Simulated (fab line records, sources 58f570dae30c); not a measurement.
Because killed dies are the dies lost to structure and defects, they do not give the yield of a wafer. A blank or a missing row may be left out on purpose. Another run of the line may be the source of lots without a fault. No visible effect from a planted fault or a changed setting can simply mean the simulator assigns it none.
Which tool is to blame? | flow berkeleyCmos170 | Sampling: 14 lots, 42 wafers, 5 of 331 route steps

== WHAT THE GAUGES READ, wafer by wafer ==
UCB170_START_THK_MEAS_03. Usual: START_OXIDE_THK typically reads 20.0 nm, with standard deviation 0.34.
lot  | measured    | on           | START_OXIDE_THK (nm) | flag
L824 | day 1 14:41 | filmMetro-01 | 19.9 19.5 19.5       | 
L825 | day 1 20:31 | filmMetro-02 | 19.9 20.0 20.1       | 
L826 | day 2 01:47 | filmMetro-04 | 19.3 19.4 19.4       | 
L827 | day 2 07:05 | filmMetro-02 | 20.4 20.6 20.5       | 
L828 | day 2 11:40 | filmMetro-04 | 19.9 19.9 19.7       | 
L829 | day 2 15:40 | filmMetro-04 | 20.2 20.1 19.9       | 
L830 | day 2 21:58 | filmMetro-04 | 20.3 20.2 20.6       | 
L832 | day 3 08:37 | filmMetro-01 | 19.8 19.8 19.9       | 
L834 | day 3 14:07 | filmMetro-01 | 20.3 20.0 20.0       | 
L835 | day 4 04:05 | filmMetro-01 | 20.6 20.5 20.5       | 
L839 | day 4 18:25 | filmMetro-04 | 20.1 20.1 19.9       | 
L844 | day 5 20:41 | filmMetro-04 | 19.6 19.7 19.7       | 
L845 | day 5 20:41 | filmMetro-02 | 20.1 20.1 20.1       | 
L847 | day 6 12:58 | filmMetro-02 | 19.8 19.7 20.0       | 

UCB170_PWELL_THK_MEAS_03. Usual: PWELL_OXIDE_THK typically reads 26.2 nm, with standard deviation 0.46.
lot  | measured    | on           | PWELL_OXIDE_THK (nm) | flag
L824 | day 2 19:06 | filmMetro-01 | 25.6 25.4 25.6       | 
L825 | day 3 11:17 | filmMetro-02 | 26.6 27.2 26.0       | 
L826 | day 3 11:17 | filmMetro-01 | 26.5 26.3 26.6       | 
L827 | day 3 11:18 | filmMetro-03 | 26.6 26.5 26.8       | 
L828 | day 4 00:14 | filmMetro-01 | 26.3 26.5 26.3       | 
L829 | day 4 00:14 | filmMetro-02 | 26.2 26.2 26.2       | 
L830 | day 4 14:04 | filmMetro-02 | 26.2 26.0 25.7       | 
L832 | day 5 04:16 | filmMetro-01 | 25.6 26.2 26.1       | 
L834 | day 5 04:15 | filmMetro-03 | 26.5 26.2 26.2       | 
L835 | day 5 12:32 | filmMetro-01 | 26.6 26.5 26.3       | 
L839 | day 6 03:32 | filmMetro-03 | 26.0 25.9 26.0       | 
L844 | day 7 04:29 | filmMetro-03 | 26.3 26.3 26.6       | 
L845 | day 7 04:29 | filmMetro-02 | 26.4 26.6 26.2       | 
L847 | day 7 17:50 | filmMetro-01 | 26.1 25.9 25.6       | 

UCB170_PLDD_TW_MEAS_11. Usual: PLDD_TW typically reads 1009, with standard deviation 7.6.
lot  | measured     | on           | PLDD_TW                       | flag
L824 | day 7 11:14  | filmMetro-01 | 1006 1010 1013                | 
L825 | day 7 21:47  | filmMetro-02 | 1016 1017 1017                | 
L826 | day 7 22:20  | filmMetro-02 | 1012 1012 1013                | 
L827 | day 7 22:22  | filmMetro-01 | 1009 1008 1010                | 
L828 | day 8 13:37  | filmMetro-04 | 1005 1007 1000                | 
L829 | day 8 14:10  | filmMetro-04 | 1002 1002 1004                | 
L830 | day 8 13:54  | filmMetro-02 | 1019 1019 1021                | 
L832 | day 9 09:57  | filmMetro-02 | 1008 1011 1015                | 
L834 | day 9 09:38  | filmMetro-04 | 994 990 992                   | 
L835 | day 9 10:14  | filmMetro-02 | 1015 1013 1011                | 
L839 | day 10 05:29 | filmMetro-01 | 1056 1052 1056 1052 1055 1052 | OFF
L844 | day 11 12:46 | filmMetro-02 | 1060 1059 1070 1055 1054 1061 | OFF
L845 | day 11 12:05 | filmMetro-04 | 998 996 997                   | 
L847 | day 12 00:04 | filmMetro-02 | 1011 1016 1012                | 

UCB170_SDANNEAL_RS_MEAS_04: a four-point-probe measurement. Usual: PLDD_RS typically reads 1030.9 ohm/sq, with standard deviation 2.9.
lot  | measured     | on           | PLDD_RS (ohm/sq)                    | flag
L824 | day 7 23:53  | filmMetro-04 | 1037.1 1035.7 1032.2                | 
L825 | day 8 12:56  | filmMetro-01 | 1028.2 1027.6 1029.1                | 
L826 | day 8 13:05  | filmMetro-02 | 1032.8 1037.6 1035.7                | 
L827 | day 8 12:53  | filmMetro-04 | 1032.9 1031.4 1033.3                | 
L828 | day 9 04:12  | filmMetro-04 | 1029.9 1030.5 1030.1                | 
L829 | day 9 06:30  | filmMetro-01 | 1026.8 1028.6 1027.9                | 
L830 | day 9 04:26  | filmMetro-02 | 1031.7 1032.1 1031.2                | 
L832 | day 10 02:43 | filmMetro-02 | 1036.5 1033.2 1035.8                | 
L834 | day 10 01:49 | filmMetro-04 | 1030.2 1031.4 1030.3                | 
L835 | day 10 03:11 | filmMetro-04 | 1030.3 1030.0 1029.7                | 
L839 | day 10 23:47 | filmMetro-04 | 923.7 924.9 924.5 924.3 923.9 923.3 | OFF
L844 | day 12 03:02 | filmMetro-04 | 921.6 919.9 918.3 921.2 920.2 920.5 | OFF
L845 | day 12 01:08 | filmMetro-01 | 1034.4 1031.4 1032.3                | 
L847 | day 12 18:20 | filmMetro-01 | 1031.3 1031.3 1030.5                | 

== WHICH TOOL RAN EACH LOT (tool, then ch and the chambers of the sampled wafers, then the start) ==
lot  | UCB170_PLDD_IMPLANT_08
L824 | implanter-01 ch 0, day 7 10:50
L825 | implanter-04 ch 0, day 7 21:23
L826 | implanter-01 ch 0, day 7 21:56
L827 | implanter-03 ch 0, day 7 21:58
L828 | implanter-01 ch 0, day 8 13:14
L829 | implanter-01 ch 0, day 8 13:47
L830 | implanter-03 ch 0, day 8 13:32
L832 | implanter-03 ch 0, day 9 09:34
L834 | implanter-01 ch 0, day 9 09:14
L835 | implanter-04 ch 0, day 9 09:52
L839 | implanter-01 ch 0, day 10 05:06
L844 | implanter-01 ch 0, day 11 12:22
L845 | implanter-03 ch 0, day 11 11:41
L847 | implanter-04 ch 0, day 11 23:41
- UCB170_PLDD_IMPLANT_08

== AS READ BY THE TOOLS THEMSELVES (means over the sampled wafers that have a number; for cases with no such wafer, the mark the record gives instead) ==
UCB170_PLDD_IMPLANT_08. Usual: beamOnS 9.98 s, standard deviation 0.19; doseIonsCm2 5.001e+13, standard deviation 4.4e+10; faradayCurrentUA 158.9, standard deviation 3; rotationDeg -0.001 degrees, standard deviation 0.018.
lot  | tool         | beamOnS (s) | doseIonsCm2 | faradayCurrentUA | rotationDeg (degrees) | flag
L824 | implanter-01 | 9.89        | 4.997e+13   | 160.4            | -0.015                | 
L825 | implanter-04 | 9.95        | 5.006e+13   | 159.2            | 0.005                 | 
L826 | implanter-01 | 9.91        | 5.001e+13   | 159.7            | 0.014                 | 
L827 | implanter-03 | 10.01       | 5.002e+13   | 158.5            | 0.005                 | 
L828 | implanter-01 | 9.89        | 5.001e+13   | 160.6            | -0.014                | 
L829 | implanter-01 | 10.08       | 5.001e+13   | 157.8            | 0.009                 | 
L830 | implanter-03 | 9.95        | 4.994e+13   | 159.2            | -0.004                | 
L832 | implanter-03 | 9.96        | 5.001e+13   | 159.1            | -0.012                | 
L834 | implanter-01 | 10.06       | 5.003e+13   | 157.1            | 0.003                 | 
L835 | implanter-04 | 9.73        | 5.005e+13   | 163.0            | -0.022                | 
L839 | implanter-01 | 11.20       | 6.497e+13   | 184.4            | 0.003                 | OFF
L844 | implanter-01 | 11.25       | 6.501e+13   | 183.0            | 0.004                 | OFF
L845 | implanter-03 | 10.01       | 5.000e+13   | 158.3            | -0.024                | 
L847 | implanter-04 | 9.91        | 4.997e+13   | 160.1            | -0.003                | 

== THE ANSWER, worked out from the rows above alone ==
Rule: a lot is off if the mean of its wafers that have a number lies more than 3 standard deviations from the usual mean. A lot without any number at a reading at which 4 lots or more have one is off too. Any other lot the step has rows for is counted as sound. First the gauges in route order, then the tools' own readings, where a lot's mean is used as printed above. At the first step where some lot is off, the reading lying furthest off is the one used; lots without a number count as furthest.
Off: at UCB170_PLDD_TW_MEAS_11 (PLDD_TW), L839, L844.
A tool fits if, at a process step before that reading, it ran every lot that is off, and no sound lot after the first of them. Not tried: the gauges at UCB170_PLDD_TW_MEAS_11; whatever is off there is also off at UCB170_SDANNEAL_RS_MEAS_04, on other tools, and gauge error can't account for it. One candidate fits, namely implanter-01 at UCB170_PLDD_IMPLANT_08. Its last sound lot is L834 (day 9 09:14), its first lot that is off L839 (day 10 05:06): a fault that began between those two fits.
The tool's own readings at UCB170_PLDD_IMPLANT_08 bear it out: on the lots that are off they differ by more than 5 times the standard deviation of the sound lots' means. beamOnS reads 11.22 s there against 9.95 s on the sound lots; doseIonsCm2 reads 6.499e+13 there against 5.001e+13 on the sound lots; faradayCurrentUA reads 183.7 there against 159.4 on the sound lots.

== WHAT HAD BEEN PUT IN BY THE SIMULATOR ==
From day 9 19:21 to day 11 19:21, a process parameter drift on implanter-01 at UCB170_PLDD_IMPLANT_08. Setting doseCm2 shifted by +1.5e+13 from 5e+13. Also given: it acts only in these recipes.
Lots struck among those shown: L839, L844. The rule above reached the same finding.
